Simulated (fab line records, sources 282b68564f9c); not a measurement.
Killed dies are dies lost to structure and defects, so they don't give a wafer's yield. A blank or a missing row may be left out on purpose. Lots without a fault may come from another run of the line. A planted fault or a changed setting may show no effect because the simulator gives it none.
Split-lot experiment | flow rit_cmos | 5 lots, 23 wafers read, on a route of 202 steps

THE SPLIT
At RIT_NRETRO_IMPLANT_08, the setting dose_cm2 was moved away from the recipe's 1e+13 on 9 of the 23 wafers read, by -5.2% to +6.5%. The other wafers ran this setting at the recipe's value.

FROM THE SPLIT TO THE READING: what the file shows between them, 1 step
- RIT_NRETRO_STRIP_09: strips in O2, time 180 s

THE READING
NRETRO_TW, at RIT_NRETRO_TW_MEAS_10. Fault-free wafers of this fab line usually give 1041, standard deviation 10.

wafer  | tool, chamber at the split | dose_cm2 as run | against the recipe | NRETRO_TW | against lot-mates on the recipe
L074.1 | implanter-03, 0            | 1.065e+13       | +6.5%              | 1056      | +26
L074.2 | implanter-03, 0            | 1.065e+13       | +6.5%              | 1045      | +14
L074.4 | implanter-03, 0            | 1e+13           | recipe             | 1028      | -
L074.5 | implanter-03, 0            | 1e+13           | recipe             | 1033      | -
L074.6 | implanter-03, 0            | 1.065e+13       | +6.5%              | 1050      | +20
L075.1 | implanter-04, 0            | 9.518e+12       | -4.8%              | 1017      | -18
L075.3 | implanter-04, 0            | 1e+13           | recipe             | 1036      | -
L075.4 | implanter-04, 0            | 9.518e+12       | -4.8%              | 1011      | -24
L075.5 | implanter-04, 0            | 1e+13           | recipe             | 1034      | -
L075.6 | implanter-04, 0            | 9.518e+12       | -4.8%              | 1013      | -22
L076.2 | implanter-04, 0            | 1e+13           | recipe             | 1051      | -
L076.3 | implanter-04, 0            | 1e+13           | recipe             | 1054      | -
L076.5 | implanter-04, 0            | 1e+13           | recipe             | 1058      | -
L081.1 | implanter-03, 0            | 1e+13           | recipe             | 1054      | -
L081.2 | implanter-03, 0            | 1e+13           | recipe             | 1055      | -
L081.3 | implanter-03, 0            | 9.483e+12       | -5.2%              | 1043      | -12
L081.5 | implanter-03, 0            | 9.483e+12       | -5.2%              | 1037      | -18
L081.6 | implanter-03, 0            | 9.483e+12       | -5.2%              | 1029      | -26
L084.1 | implanter-03, 0            | 1e+13           | recipe             | 1026      | -
L084.2 | implanter-03, 0            | 1e+13           | recipe             | 1030      | -
L084.3 | implanter-03, 0            | 1e+13           | recipe             | 1026      | -
L084.4 | implanter-03, 0            | 1e+13           | recipe             | 1027      | -
L084.6 | implanter-03, 0            | 1e+13           | recipe             | 1026      | -

THE FIT
A straight line over all 23 wafers: NRETRO_TW changes by +2.22 for each +1% of dose_cm2; r = +0.54; the points scatter about the line by 12.
The same after taking each lot's own level away (the mean of its wafers on the recipe; 23 wafers): +3.49 for each +1%; r = +0.96; scatter 3.7.
On that fit, the largest move of dose_cm2 shifts the reading by 23.
The lots' own levels span 1027.0 to 1054.5, that is 2.8 times the standard deviation above.
So the lot-to-lot level blurs the effect unless lot-mates are compared.
Check: with one of the wafers moved furthest among these (+6.5%) left out of the fit, the line predicts +20.7 for it against its lot-mates. It came out at +25.5 against them.

OTHER SPLITS ON THESE WAFERS
These wafers also went through other splits before the reading. Each is held against what the fit with the lots' levels taken away leaves over:
other split on the same wafers    | wafers away from the commonest value | r with NRETRO_TW (lot level and that fit taken away)
RIT_ACTIVE_OXIDATION_01 ox_time_s | 10                                   | +0.12
RIT_NWELL_IMPLANT_08 dose_cm2     | 5                                    | -0.19
RIT_PWELL_COAT_01 spin_rpm        | 8                                    | -0.03
RIT_NRETRO_SOFTBAKE_02 temp_c     | 10                                   | -0.14

THE FILE'S OWN FIT
NRETRO_TW changes by +3.54 for each +1% of dose_cm2, r = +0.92.
